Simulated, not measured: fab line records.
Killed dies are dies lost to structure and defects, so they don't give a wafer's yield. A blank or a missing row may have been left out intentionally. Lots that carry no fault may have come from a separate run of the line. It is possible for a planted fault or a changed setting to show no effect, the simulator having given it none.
Struck lot and sound lot, side by side + flow berkeley-cmos170 + 17 steps out of a route of 331
Sound: wafers L162.1, L162.2, L162.4. Wafers struck: L172.2, L172.3, L172.4. At the end, the cause is stated.
At each step with rows: each side's tool, then ch and its chambers, then its first start. Under that, the readings that differ: sound wafers + struck wafers + difference of the means + sigmas: that difference in standard deviations of wafers without a fault.
alike: same words and numbers on both sides, and readings whose means sit less than 2 such deviations apart. not compared: any withheld reading, any reading some wafer has no value for, any bound like >300 that may hide the same value, and any number with overlapping values for which the record gives no deviation.
Wherever a step has rows on one side only, a row that says differs or no value, or a row with sigmas, the two part there. Non-overlapping numbers with no deviation appear without sigmas and do not part them. A reading missing from all wafers of one side parts the sides only when that side holds two or more wafers.

first, 5 steps without rows for these wafers: UCB170_NLDD_COAT_01 (resist thk 900 nm); UCB170_NLDD_SOFTBAKE_02 (time 60 s); UCB170_NLDD_EXPOSE_03 (exposes mask NSELECT, target cd 1200 nm); UCB170_NLDD_PEB_04; UCB170_NLDD_DEVELOP_05 (develop time 45 s).
UCB170_NLDD_CD_MEAS_06 targets a cd of 1200 nm.
  struck on cd-sem-02, day 11 00:15; sound on cd-sem-01, day 9 08:53
  alike: cd-nm
UCB170_NLDD_OVL_MEAS_07:
  struck on overlay-02, day 11 00:22; sound on overlay-01, day 9 09:00
  alike: NLDD_OVL
then, 2 steps without rows for these wafers: UCB170_NLDD_IMPLANT_08; UCB170_NLDD_IMPLANT_09.
UCB170_NLDD_STRIP_10: strips in O2.
  sound on plasma-asher-03 ch 0,1, day 9 09:20; struck on plasma-asher-01 ch 0,1, day 11 00:41
  alike: drypump-motor-current-A, oes-product-au, strip-time-to-endpoint-s
  not compared: rf-hours-counter-h
UCB170_NLDD_TW_MEAS_11:
  struck on film-metro-03, day 11 00:48; sound on film-metro-03, day 9 09:26
  alike: NLDD_TW
then, 1 step without rows for these wafers: UCB170_NLDD_CLEAN_12 (cleans in SPM, time 600 s).
UCB170_SPACER_CVD_00: deposits SiO2 from TEOS/O2, target thk 376 nm, time 47 s.
  sound on pecvd-04 ch 0,1,2, day 9 09:40; struck on pecvd-01 ch 0,2, day 11 01:02
| reading                                 | sound           | struck            | difference | sigmas |
|-----------------------------------------|-----------------|-------------------|------------|--------|
| model.SiO2_of_SPACER_CVD_00.thk-nm (nm) | 376.6 381 378.6 | 332.6 322.3 338.8 | -47.5      |        |
  alike: heater-power-w, susceptor-temp-C
UCB170_SPACER_THK_MEAS_01:
  struck on film-metro-01, day 11 01:19; sound on film-metro-02, day 9 09:43
| reading              | sound       | struck      | difference | sigmas |
|----------------------|-------------|-------------|------------|--------|
| SPACER_TEOS_THK (nm) | 377 381 379 | 332 322 339 | -48        | -10    |
  not compared: hold
UCB170_SPACER_ETCHBACK_03: etches SiO2 in CHF3/CF4/Ar, stops on Si, target depth 376 nm, time 100 s.
  sound on rie-diel-03 ch 1,2,3, day 9 15:08; struck on rie-diel-03 ch 1,2,3, day 11 07:23
| reading                  | sound             | struck            | difference | sigmas |
|--------------------------|-------------------|-------------------|------------|--------|
| oes-product-au (a.u.)    | 0.917 0.926 0.883 | 0.800 0.822 0.847 | -0.086     | -6     |
| model.etch.depth-nm (nm) | 376.6 381 378.6   | 332.6 322.3 338.8 | -47.5      |        |
  alike: drypump-motor-current-A, throttle-valve-pct
  not compared: rf-hours-counter-h
then, 1 step without rows for these wafers: UCB170_PSD_HMDS_00 (prime time 60 s).
UCB170_M3_PROBE_99:
  the record has rows for the sound wafers here (prober-01, day 10 17:19) and none for the struck ones

WHERE THEY PART
Last at UCB170_M3_PROBE_99 as far as this record goes, first at UCB170_SPACER_THK_MEAS_01.

WHY: the cause the simulator had injected
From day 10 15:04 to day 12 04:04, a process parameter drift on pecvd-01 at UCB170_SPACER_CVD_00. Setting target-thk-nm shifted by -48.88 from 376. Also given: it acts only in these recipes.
